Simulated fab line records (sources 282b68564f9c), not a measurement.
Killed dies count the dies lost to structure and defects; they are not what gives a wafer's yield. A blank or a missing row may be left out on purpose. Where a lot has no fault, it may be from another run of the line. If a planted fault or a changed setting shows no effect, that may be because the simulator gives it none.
Split-lot experiment	flow rit-cmos	23 wafers read from 5 lots, route of 202 steps

SPLIT DETAILS
At RIT_M1_SPUTTER_00 (material Al, target thk 400 nm, time 500 s), the setting power-w was moved away from the recipe's 2000 W on 5 of the 23 wafers read, by -10.0% to -6.8%. All remaining wafers had this setting at the recipe value.

FROM THE SPLIT TO THE READING: what the file shows between them, 6 steps
- RIT_M1_RS_MEAS_01: measures by four-point-probe
- RIT_M1_THK_MEAS_02: measures by xrf
- RIT_M1_COAT_04: resist thk 1300 nm (also split here: resist-thk-nm)
- RIT_M1_SOFTBAKE_05: time 60 s
- RIT_M1_EXPOSE_06: exposes mask M12, target cd 2600 nm
- RIT_M1_HARDBAKE_11: time 120 s

THE READING
oes-product-au, in a.u., at RIT_M1_METAL_ETCH_12 (etches Al in Cl2/BCl3, stops on SiO2, time 165 s, target depth 600 nm). Fault-free wafers of this fab line usually give 0.773 a.u., standard deviation 0.01 a.u.

wafer	tool, chamber at the split	power-w as run, W	against the recipe	oes-product-au, a.u.	against lot-mates on the recipe
L074.2	pvd-sputter-02, -	2000	recipe	0.769	-
L074.5	pvd-sputter-02, -	2000	recipe	0.762	-
L074.6	pvd-sputter-02, -	2000	recipe	0.771	-
L077.1	pvd-sputter-01, -	1865	-6.8%	0.742	-0.026
L077.2	pvd-sputter-01, -	2000	recipe	0.757	-
L077.3	pvd-sputter-01, -	1865	-6.8%	0.742	-0.026
L077.4	pvd-sputter-01, -	1865	-6.8%	0.720	-0.048
L077.5	pvd-sputter-01, -	2000	recipe	0.779	-
L078.1	pvd-sputter-02, -	2000	recipe	0.773	-
L078.2	pvd-sputter-02, -	2000	recipe	0.778	-
L078.3	pvd-sputter-02, -	2000	recipe	0.784	-
L078.4	pvd-sputter-02, -	2000	recipe	0.779	-
L078.6	pvd-sputter-02, -	2000	recipe	0.782	-
L081.1	pvd-sputter-01, -	1801	-10.0%	0.741	-0.034
L081.2	pvd-sputter-01, -	1801	-10.0%	0.728	-0.047
L081.3	pvd-sputter-01, -	2000	recipe	0.779	-
L081.4	pvd-sputter-01, -	2000	recipe	0.771	-
L081.5	pvd-sputter-01, -	2000	recipe	0.774	-
L084.2	pvd-sputter-02, -	2000	recipe	0.764	-
L084.3	pvd-sputter-02, -	2000	recipe	0.781	-
L084.4	pvd-sputter-02, -	2000	recipe	0.765	-
L084.5	pvd-sputter-02, -	2000	recipe	0.763	-
L084.6	pvd-sputter-02, -	2000	recipe	0.780	-

THE FIT
A straight line over all 23 wafers: oes-product-au changes by +0.00454 a.u. for each +1% of power-w; r = +0.87; the points scatter about the line by 0.0092 a.u.
The same after taking each lot's own level away (the mean of its wafers on the recipe; 23 wafers): +0.00438 a.u. for each +1%; r = +0.90; scatter 0.0075 a.u.
On that fit, the largest move of power-w shifts the reading by 0.044 a.u.
The span of the lots' own levels, 0.7673 to 0.7792 a.u., comes to 1.2 times the standard deviation stated above.
So the lot-to-lot level changes the slope little: the two slopes agree.
Check: for one of the wafers moved furthest among these (-10.0%), held out of the fit, the line's prediction against its lot-mates is -0.0481 a.u. Against them it came out at -0.0337 a.u.

ADDITIONAL SPLITS CARRIED BY THESE WAFERS
Note: prior to the reading, these wafers also went through further splits. Each is held against what the fit with the lots' levels taken away leaves over:
other split on the same wafers	wafers away from the commonest value	r with oes-product-au (lot level and that fit taken away)
RIT_PSD_IMPLANT_08 energy-kev	9	-0.12
RIT_SILICIDE_SPUTTER_01 chamber-pressure-pa	15	+0.01
RIT_M1_COAT_04 resist-thk-nm	6	+0.23

THE WHOLE CHAIN: every reading that the file lists as answering this split, in the file's order
step	what it does	reading	change (the file's fit)	r (the file's)
RIT_M1_SPUTTER_00	material Al, target thk 400 nm, time 500 s	Al_of_M1_SPUTTER_00.thk-nm (the simulator's own value, which no gauge read)	+4 nm for each +1% of the setting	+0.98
RIT_M1_RS_MEAS_01	measures by four-point-probe	M1_AL_RS	-0.000821 for each +1% of the setting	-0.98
RIT_M1_THK_MEAS_02	measures by xrf	M1_AL_THK	+4.07 for each +1% of the setting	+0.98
RIT_M1_METAL_ETCH_12	etches Al in Cl2/BCl3, stops on SiO2, time 165 s, target depth 600 nm	oes-product-au	+0.00432 a.u. for each +1% of the setting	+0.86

THE FILE'S OWN FIT
oes-product-au changes by +0.00432 a.u. for each +1% of power-w, r = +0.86.
